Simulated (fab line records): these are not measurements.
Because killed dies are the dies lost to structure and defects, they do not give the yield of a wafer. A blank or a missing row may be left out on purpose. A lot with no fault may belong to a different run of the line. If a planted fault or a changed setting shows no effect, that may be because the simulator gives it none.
Which tool is to blame?	flow berkeley cmos170	11 lots with 33 wafers sampled at 6 steps, on a route of 331 steps

WHAT THE GAUGES READ, wafer by wafer
UCB170_NWELL_THK_MEAS_05. Usual: NWELL_NITRIDE_THK gives 223.1 nm (standard deviation 2.2).
lot	measured	on	NWELL_NITRIDE_THK (nm)	flag
L370	day 2 13:31	film metro-03	227.8 228.2 228.2	
L371	day 2 17:56	film metro-02	224.8 223.2 225.2	
L373	day 3 03:05	film metro-03	219.7 219.2 220.4	
L372	day 3 03:05	film metro-04	223.2 225.3 225.3	
L374	day 3 06:30	film metro-02	226.0 223.9 225.2	
L375	day 3 13:24	film metro-02	223.2 225.7 225.4	
L382	day 5 05:10	film metro-04	191.0 190.8 191.0	OFF
L383	day 5 05:10	film metro-02	189.6 187.9 190.2	OFF
L386	day 5 19:53	film metro-04	223.5 222.9 223.1	
L389	day 6 09:44	film metro-02	224.1 220.9 221.5	
L391	day 6 21:05	film metro-02	224.8 222.9 224.5	

UCB170_WELLDRIVE_THK_MEAS_02. Usual: WELLDRIVE_OXIDE_THK gives 199.7 nm (standard deviation 2.9).
lot	measured	on	WELLDRIVE_OXIDE_THK (nm)	flag
L370	day 4 00:23	film metro-01	200.5 202.0 197.8	
L371	day 4 00:19	film metro-03	197.4 197.1 197.1	
L373	day 4 16:40	film metro-03	202.6 200.7 201.0	
L372	day 4 16:40	film metro-02	200.6 201.6 200.5	
L374	day 4 16:40	film metro-01	201.6 197.7 196.8	
L375	day 5 15:35	film metro-01	197.8 198.5 196.0	
L382	day 6 17:52	film metro-01	194.5 195.0 200.3	
L383	day 6 17:52	film metro-02	194.4 193.3 195.0	
L386	day 7 04:04	film metro-02	204.9 203.4 203.1	
L389	day 7 21:43	film metro-01	198.2 197.8 200.4	
L391	day 8 12:14	film metro-01	197.5 198.0 196.2	

WHAT TOOL EACH LOT RAN ON (gives the tool, then ch and the chambers of the sampled wafers, and finally the start)
lot	UCB170_ZERO_ETCH_06	UCB170_NWELL_CVD_04	UCB170_NWELL_ETCH_13	UCB170_NWELL_STRIP_15
L370	rie diel-03 ch 0,1,2, day 2 04:32	lpcvd-02 ch 0, day 2 11:32	rie diel-03 ch 0,2,3, day 2 15:01	plasma asher-03 ch 0,1, day 2 15:16
L371	rie diel-01 ch 1,2,3, day 2 04:54	lpcvd-02 ch 0, day 2 16:01	rie diel-04 ch 1,2,3, day 2 19:05	plasma asher-03 ch 0,1, day 2 19:20
L373	rie diel-04 ch 0,2,3, day 2 11:36	lpcvd-02 ch 1, day 3 01:09	rie diel-02 ch 0,1, day 3 04:10	plasma asher-03 ch 0,1, day 3 04:25
L372	rie diel-01 ch 0,2, day 2 11:50	lpcvd-02 ch 1, day 3 01:09	rie diel-02 ch 1,3, day 3 04:39	plasma asher-04 ch 0,1, day 3 04:54
L374	rie diel-03 ch 0,2,3, day 2 18:22	lpcvd-02 ch 0, day 3 04:33	rie diel-03 ch 0,2,3, day 3 07:33	plasma asher-04 ch 0,1, day 3 07:48
L375	rie diel-01 ch 0,3, day 3 00:58	lpcvd-01 ch 1, day 3 10:29	rie diel-04 ch 0,2, day 3 14:34	plasma asher-03 ch 0,1, day 3 14:49
L382	rie diel-03 ch 0,1,2, day 4 18:28	lpcvd-01 ch 0, day 5 03:14	rie diel-04 ch 1,2,3, day 5 06:52	plasma asher-01 ch 0,1, day 5 07:08
L383	rie diel-01 ch 0,2,3, day 4 18:43	lpcvd-01 ch 1, day 5 03:14	rie diel-02 ch 0,1,2, day 5 06:29	plasma asher-04 ch 0,1, day 5 06:44
L386	rie diel-03 ch 0,1,3, day 5 05:01	lpcvd-02 ch 0, day 5 15:32	rie diel-02 ch 0,1,2, day 5 20:50	plasma asher-03 ch 0,1, day 5 21:05
L389	rie diel-03 ch 0,1,2, day 5 22:16	lpcvd-02 ch 1, day 6 07:49	rie diel-04 ch 0,3, day 6 12:36	plasma asher-01 ch 0,1, day 6 12:51
L391	rie diel-04 ch 0,2,3, day 6 06:46	lpcvd-02 ch 1, day 6 19:08	rie diel-03 ch 0,3, day 6 22:59	plasma asher-01 ch 1, day 6 23:14
- UCB170_ZERO_ETCH_06: etches SiO2 in CHF3/CF4/Ar, time 12 s.
- UCB170_NWELL_CVD_04: deposits Si3N4 from SiH2Cl2/NH3, target thk 224 nm, time 3360 s.
- UCB170_NWELL_ETCH_13: etches Si3N4 in CH3F/Ar/O2, stops on SiO2, target depth 246.4 nm, time 154 s.
- UCB170_NWELL_STRIP_15: strips in O2.

AS READ BY THE TOOLS THEMSELVES (means over the sampled wafers that have a number; for cases with no such wafer, the mark the record gives instead)
UCB170_ZERO_ETCH_06. Usual: chamber pressure mTorr 100.00 mTorr, standard deviation 0.091; drypump motor current A 5.7 A, standard deviation 0.57; oes product au 0.621 a.u., standard deviation 0.0092; throttle valve pct 9.25 %, standard deviation 0.18.
lot	tool	chamber pressure mTorr (mTorr)	drypump motor current A (A)	oes product au (a.u.)	throttle valve pct (%)	flag
L370	rie diel-03	100.01	6.0	0.624	9.32	
L371	rie diel-01	99.95	5.2	0.618	9.23	
L373	rie diel-04	99.90	5.3	0.618	9.26	
L372	rie diel-01	100.01	5.9	0.611	9.19	
L374	rie diel-03	100.07	6.1	0.620	9.15	
L375	rie diel-01	99.95	5.5	0.618	9.28	
L382	rie diel-03	99.97	6.0	0.626	9.33	
L383	rie diel-01	99.97	5.7	0.616	9.24	
L386	rie diel-03	99.99	5.8	0.621	9.20	
L389	rie diel-03	100.05	6.0	0.624	9.34	
L391	rie diel-04	100.06	5.3	0.623	9.27	

UCB170_NWELL_CVD_04. Usual: nh3 flow sccm 74.99 sccm, standard deviation 0.24; sih2cl2 flow sccm 25.00 sccm, standard deviation 0.07; spike tc centre C 801.7 C, standard deviation 1.6; spike tc load C 822.8 C, standard deviation 2.7; susceptor temp C 800.0 C, standard deviation 0.35.
lot	tool	nh3 flow sccm (sccm)	sih2cl2 flow sccm (sccm)	spike tc centre C (C)	spike tc load C (C)	susceptor temp C (C)	flag
L370	lpcvd-02	75.34	24.99	799.9	819.9	799.5	
L371	lpcvd-02	74.83	25.01	801.1	818.2	799.6	
L373	lpcvd-02	75.00	25.11	800.5	824.9	800.2	
L372	lpcvd-02	74.87	24.98	800.6	826.0	800.4	
L374	lpcvd-02	74.79	24.90	801.0	818.1	799.9	
L375	lpcvd-01	74.73	25.00	802.5	821.7	800.2	
L382	lpcvd-01	74.78	25.05	793.1	813.4	791.1	OFF
L383	lpcvd-01	74.77	25.04	795.2	813.5	791.3	OFF
L386	lpcvd-02	75.07	24.98	801.5	819.2	799.9	
L389	lpcvd-02	75.10	25.07	801.5	825.6	800.3	
L391	lpcvd-02	75.06	24.97	800.5	826.5	799.8	

UCB170_NWELL_ETCH_13. Usual: CH3F_flow_sccm 20.00 sccm, standard deviation 0.063; chamber pressure mTorr 50.00 mTorr, standard deviation 0.048; drypump motor current A 5.7 A, standard deviation 0.51; oes product au 0.945 a.u., standard deviation 0.013; throttle valve pct 8.08 %, standard deviation 0.16.
lot	tool	CH3F_flow_sccm (sccm)	chamber pressure mTorr (mTorr)	drypump motor current A (A)	oes product au (a.u.)	throttle valve pct (%)	flag
L370	rie diel-03	20.02	49.98	6.1	0.950	7.97	
L371	rie diel-04	20.02	50.01	5.8	0.938	8.06	
L373	rie diel-02	20.08	50.01	5.5	0.943	8.05	
L372	rie diel-02	20.00	50.02	5.6	0.950	8.15	
L374	rie diel-03	19.98	50.00	6.2	0.948	7.96	
L375	rie diel-04	19.98	49.98	5.2	0.939	8.20	
L382	rie diel-04	20.03	50.01	5.8	0.855	8.04	OFF
L383	rie diel-02	20.01	50.03	5.6	0.859	8.13	OFF
L386	rie diel-02	19.97	49.97	5.6	0.945	8.15	
L389	rie diel-04	20.06	50.06	5.4	0.948	7.95	
L391	rie diel-03	19.93	49.96	5.9	0.940	7.84	

UCB170_NWELL_STRIP_15. Usual: chamber pressure mTorr 3500.2 mTorr, standard deviation 2.8; drypump motor current A 5.6 A, standard deviation 0.46; oes product au 0.721 a.u., standard deviation 0.0044; strip time to endpoint s 18.02 s, standard deviation 0.086.
lot	tool	chamber pressure mTorr (mTorr)	drypump motor current A (A)	oes product au (a.u.)	strip time to endpoint s (s)	flag
L370	plasma asher-03	3501.4	5.5	0.720	18.05	
L371	plasma asher-03	3499.4	5.2	0.723	18.01	
L373	plasma asher-03	3502.1	5.5	0.718	18.08	
L372	plasma asher-04	3496.9	5.7	0.719	17.97	
L374	plasma asher-04	3500.1	5.4	0.724	18.07	
L375	plasma asher-03	3500.8	5.2	0.723	18.05	
L382	plasma asher-01	3499.8	6.0	0.718	18.03	
L383	plasma asher-04	3500.4	5.4	0.721	18.00	
L386	plasma asher-03	3499.8	5.2	0.717	18.09	
L389	plasma asher-01	3501.2	5.8	0.722	18.12	
L391	plasma asher-01	3498.5	5.6	0.722	18.04	

THE ANSWER, worked out from the rows above alone
Rule: a lot counts as off when the mean over its wafers that have a number is more than 3 standard deviations away from the usual mean. Also off: a lot with no number at a reading for which 4 or more lots have one. Where the step has rows for the other lots, those lots are counted as sound. First the gauges in route order, then the tools' own readings, where a lot's mean is used as printed above. At the first step where some lot is off, the reading lying furthest off is the one used; lots without a number count as furthest.
Off: at UCB170_NWELL_THK_MEAS_05 (NWELL_NITRIDE_THK), L382, L383.
If a tool, at a process step before that reading, ran all the lots that are off and no sound lot after the first of them, it fits. The gauges at UCB170_NWELL_THK_MEAS_05 aren't tried: what is off there is off at UCB170_NWELL_CVD_04 too, on other tools, and a gauge's error can't cause that. One fits: lpcvd-01 at UCB170_NWELL_CVD_04. A fault onset in the window from L375 (day 3 10:29, its last sound lot) to L382 (day 5 03:14, its first lot off) fits.
The tool's own readings at UCB170_NWELL_CVD_04 bear it out: on the lots that are off they differ by more than 5 times the standard deviation of the sound lots' means. spike tc centre C reads 794.2 C there against 801.0 C on the sound lots; susceptor temp C reads 791.2 C there against 800.0 C on the sound lots.

WHAT THE SIMULATOR PUT IN
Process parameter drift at UCB170_NWELL_CVD_04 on lpcvd-01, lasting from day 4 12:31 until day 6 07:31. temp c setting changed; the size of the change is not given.
Lots struck among those shown: L382, L383. The rule above reached the same finding.
